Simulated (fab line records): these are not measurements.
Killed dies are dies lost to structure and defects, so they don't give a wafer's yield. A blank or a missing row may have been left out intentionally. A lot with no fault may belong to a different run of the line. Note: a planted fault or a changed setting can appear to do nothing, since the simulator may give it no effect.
Comparing a struck lot with a sound one | flow rit-cmos | 18 steps out of a route of 202
Sound: wafers L155.3, L155.4, L155.6. Wafers L169.2, L169.5, L169.6 were the ones struck. Last of all comes the cause.
Each step with rows lists, per side, the tool, then ch with its chambers, then its first start. Under that, the readings that differ: sound wafers | struck wafers | difference of the means | sigmas: that difference in standard deviations of wafers without a fault.
alike: a reading whose means differ by less than 2 such deviations, as well as words and numbers matching on both sides. not compared: withheld readings; readings where some wafer has no value; bounds like >300 that might hide an equal value; numbers whose values overlap and for which the record gives no deviation.
Wherever a step has rows on one side only, a row that says differs or no value, or a row with sigmas, the two part there. When numbers do not overlap yet have no deviation, they are printed without sigmas and do not part them. Lack of a reading on every wafer of one side parts them only where that side has two or more wafers.

first, 2 steps without rows for these wafers: RIT_NWELL_HARDBAKE_07 (time 120 s); RIT_NWELL_IMPLANT_08.
RIT_NWELL_STRIP_09: strips in O2, time 180 s.
  sound on plasma-asher-02 ch 0,1, day 1 21:17; struck on plasma-asher-04 ch 0,1, day 4 18:41
  alike: drypump-motor-current-A
  not compared: rf-hours-counter-h
RIT_NWELL_TW_MEAS_10:
  sound: film-metro-03 at day 1 21:25; struck: film-metro-04 at day 4 18:52
  alike: NWELL_TW
then, 6 steps without rows for these wafers: RIT_PWELL_HMDS_00 (prime time 60 s); RIT_PWELL_COAT_01 (resist thk 1300 nm); RIT_PWELL_SOFTBAKE_02 (time 60 s); RIT_PWELL_EXPOSE_03 (exposes mask M3, target cd 43700 nm); RIT_PWELL_PEB_04; RIT_PWELL_DEVELOP_05 (develop time 68 s).
RIT_PWELL_OVL_MEAS_06:
  sound: overlay-02 at day 1 22:29; struck: overlay-01 at day 4 19:56
  alike: PWELL_OVL
then, 1 step without rows for these wafers: RIT_PWELL_HARDBAKE_07 (time 120 s).
RIT_PWELL_IMPLANT_08:
  sound on implanter-03 ch 0, day 1 22:49; struck on implanter-03 ch 0, day 4 20:14
  reading            | sound            | struck         | difference | sigmas
  beam-on-s (s)      | 10.04 10.14 9.80 | 9.13 8.66 8.73 | -1.15      | -6
  faraday-current-uA | 221 219 226      | 244 257 255    | +30        | +7
RIT_PWELL_STRIP_09: strips in O2, time 180 s.
  sound on plasma-asher-03 ch 0,1, day 1 22:58; struck on plasma-asher-04 ch 0,1, day 4 20:22
  alike: drypump-motor-current-A
  not compared: rf-hours-counter-h
RIT_PWELL_TW_MEAS_10:
  sound: film-metro-04 at day 1 23:06; struck: film-metro-02 at day 4 20:46
  reading  | sound       | struck      | difference | sigmas
  PWELL_TW | 958 960 957 | 922 923 918 | -37        | -7
  not compared: hold
RIT_WELLDRIVE_RS_MEAS_01: measures by four-point-probe.
  sound: film-metro-04 at day 2 04:16; struck: film-metro-03 at day 5 09:32
  reading           | sound             | struck            | difference | sigmas
  NWELL_RS (ohm/sq) | 276.5 277.1 275.8 | 274.2 274.4 273.9 | -2.3       | -3
RIT_WELLDRIVE_RS_MEAS_02: measures by four-point-probe.
  sound: film-metro-04 at day 2 04:23; struck: film-metro-03 at day 5 09:57
  reading           | sound             | struck            | difference | sigmas
  PWELL_RS (ohm/sq) | 429.4 430.7 429.8 | 462.5 462.4 461.0 | +32.0      | +29
  not compared: hold
RIT_M1_PROBE_99:
  sound: prober-02 at day 3 08:40; struck: prober-02 at day 6 21:02
  alike: killed-at-front-end, killed-dies, killed-open, killed-short

WHERE THEY PART
First at RIT_PWELL_IMPLANT_08; last, within this record, at RIT_WELLDRIVE_RS_MEAS_02. Later steps at which nothing parts them and some readings are alike: RIT_M1_PROBE_99.

WHY: what had been put in by the simulator
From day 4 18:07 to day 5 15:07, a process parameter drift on implanter-03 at RIT_PWELL_IMPLANT_08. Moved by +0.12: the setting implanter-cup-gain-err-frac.
